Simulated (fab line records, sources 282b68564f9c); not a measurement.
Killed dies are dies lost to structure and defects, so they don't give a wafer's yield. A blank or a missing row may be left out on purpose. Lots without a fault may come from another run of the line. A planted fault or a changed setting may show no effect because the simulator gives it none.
A struck lot beside a sound one | flow rit_cmos | 17 steps out of a route of 202
Sound: wafers L387.3, L387.5, L387.6. Struck: wafers L393.1, L393.2, L393.4. The cause comes at the end.
At each step with rows: each side's tool, then ch and its chambers, then its first start. Under that, the readings that differ: sound wafers | struck wafers | difference of the means | sigmas: that difference in standard deviations of wafers without a fault.
alike: readings whose means differ by less than 2 such deviations, and words and numbers that are the same on both sides. not compared: withheld readings, readings that some wafer has no value for, bounds like >300 that may hide the same value, and numbers for which the record gives no deviation and whose values overlap.
The two part at a step that has a row with sigmas, a row that says differs or no value, or rows on one side only. Numbers that don't overlap but have no deviation are shown without sigmas and don't part them. A reading that every wafer of one side lacks parts them only if that side has two wafers or more.

RIT_NWELL_TW_MEAS_10:
  sound on film_metro-02, day 2 07:13; struck on film_metro-04, day 3 11:41
  alike: NWELL_TW
then, 6 steps without rows for these wafers: RIT_PWELL_HMDS_00 (prime time 60 s); RIT_PWELL_COAT_01 (resist thk 1300 nm); RIT_PWELL_SOFTBAKE_02 (time 60 s); RIT_PWELL_EXPOSE_03 (exposes mask M3, target cd 43700 nm); RIT_PWELL_PEB_04; RIT_PWELL_DEVELOP_05 (develop time 68 s).
RIT_PWELL_OVL_MEAS_06:
  sound on overlay-02, day 2 08:16; struck on overlay-02, day 3 12:45
  alike: PWELL_OVL
then, 2 steps without rows for these wafers: RIT_PWELL_HARDBAKE_07 (time 120 s); RIT_PWELL_IMPLANT_08.
RIT_PWELL_STRIP_09: strips in O2, time 180 s.
  sound on plasma_asher-02 ch 0,1, day 2 08:45; struck on plasma_asher-01 ch 0,1, day 3 13:11
  alike: drypump_motor_current_A
  not compared: rf_hours_counter_h
RIT_PWELL_TW_MEAS_10:
  sound on film_metro-04, day 2 08:53; struck on film_metro-02, day 3 13:22
  alike: PWELL_TW
RIT_WELLDRIVE_ANNEAL_00: time 14700 s.
  sound on furnace-04 ch 0, day 2 09:56; struck on furnace-04 ch 0, day 3 16:30
  reading                | sound                | struck               | difference | sigmas
  spike_tc_centre_C (C)  | 1101.5 1102.6 1101.4 | 1124.0 1125.3 1124.2 | +22.7      | +19
  spike_tc_load_C (C)    | 1127.7 1126.0 1127.0 | 1148.9 1148.6 1148.3 | +21.7      | +9
  spike_tc_source_C (C)  | 1126.8 1127.4 1125.9 | 1149.6 1150.1 1149.2 | +22.9      | +11
  tube_center_temp_C (C) | 1100.2 1100 1099.9   | 1122 1122 1122.1     | +22        | +99 or more
  tube_center_temp_C_max | 1102.8 1103.3 1102.6 | 1124.6 1125.3 1124.6 | +21.9      | +48
RIT_WELLDRIVE_RS_MEAS_01: measures by four-point-probe.
  sound on film_metro-04, day 2 15:04; struck on film_metro-02, day 3 21:35
  reading           | sound             | struck            | difference | sigmas
  NWELL_RS (ohm/sq) | 275.3 276.1 276.9 | 252.8 253.0 252.7 | -23.3      | -30
RIT_WELLDRIVE_RS_MEAS_02: measures by four-point-probe.
  sound on film_metro-04, day 2 15:11; struck on film_metro-02, day 3 21:42
  reading           | sound             | struck            | difference | sigmas
  PWELL_RS (ohm/sq) | 430.8 429.5 429.0 | 406.3 405.3 406.4 | -23.8      | -20
then, 1 step without rows for these wafers: RIT_NRETRO_HMDS_00 (prime time 60 s).
RIT_M1_PROBE_99:
  sound on prober-01, day 4 00:29; struck on prober-01, day 5 08:12
  reading                             | sound             | struck            | difference | sigmas
  model.etest.nwell_pinched.rs_ohm_sq | 337.7 337.6 336.7 | 298.1 299.3 302.3 | -37.4      |
  model.etest.pwell_pinched.rs_ohm_sq | 452.8 445.5 451.6 | 431.8 429.6 430.9 | -19.2      |
  model.etest.pwell.rs_ohm_sq         | 411.7 408.6 412.4 | 391.1 391.9 390.8 | -19.6      |
  model.etest.nmos_turned.drive_ua_um | 338.6 316.9 323.2 | 357.8 365.9 361.1 | +35.4      |
  model.etest.nmos_0p15.drive_ua_um   | 496 481.5 491.9   | 499.6 500.7 498.5 | +9.8       |
  alike: killed_at_front_end, killed_dies, killed_on_rim, killed_open, killed_short
  not compared: model.etest.nmos_0p3.r_on_ohm_um, model.etest.nmos_narrow.drive_ua_um, model.etest.pmos_0p15.drive_ua_um

WHERE THEY PART
First at RIT_WELLDRIVE_ANNEAL_00; last, within this record, at RIT_WELLDRIVE_RS_MEAS_02. Later steps at which nothing parts them and some readings are alike: RIT_M1_PROBE_99.

WHY: what the simulator had put in
Process parameter drift: furnace-04, from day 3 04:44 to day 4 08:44, at RIT_WELLDRIVE_ANNEAL_00. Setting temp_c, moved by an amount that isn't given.
